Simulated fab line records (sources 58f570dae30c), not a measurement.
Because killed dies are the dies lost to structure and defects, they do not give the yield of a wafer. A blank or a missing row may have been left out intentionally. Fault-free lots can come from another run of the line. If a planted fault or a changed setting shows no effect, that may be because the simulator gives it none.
Which tool was responsible? -- flow berkeley cmos170 -- route of 331 steps, sampled at 1 step: 6 lots, 18 wafers

== WHAT EACH GAUGE READ, for each wafer ==
UCB170_ACTIVE_THK_MEAS_03.
lot,measured,on,ACTIVE_OXIDE_THK (nm)
L593,day 5 03:59,film metro-01,26.9 26.8 26.8
L594,day 5 04:02,film metro-01,26.9 26.5 27.0
L598,day 6 00:54,film metro-02,25.8 25.6 25.6
L605,day 7 05:40,film metro-01,25.9 25.9 26.0
L608,day 8 00:52,film metro-01,26.4 26.4 26.4
L610,day 8 16:17,film metro-01,26.3 26.3 26.5

== WHAT TOOL EACH LOT RAN ON (gives the tool, then ch and the chambers of the sampled wafers, and finally the start) ==
Before these readings, the record contains no process step.

== THE ANSWER, worked out from the rows above alone ==
Rule: the lots themselves supply what counts as usual. The widest of any qualifying gaps counts: lots, ordered by their means at a reading, are off when they make up no more than a third of the lots, leave a main group of 4 or more, and stand apart from it by 3 or more times the standard deviation of that group's means. A main group is skipped when, at the precision printed for the reading in the tables above, its means are all equal. Also off: a lot with no number at a reading for which 4 or more lots have one. The other lots that the step has rows for count as sound.
No lot is off at any reading shown: from this, nothing can be told.

== WHAT THE SIMULATOR PUT IN ==
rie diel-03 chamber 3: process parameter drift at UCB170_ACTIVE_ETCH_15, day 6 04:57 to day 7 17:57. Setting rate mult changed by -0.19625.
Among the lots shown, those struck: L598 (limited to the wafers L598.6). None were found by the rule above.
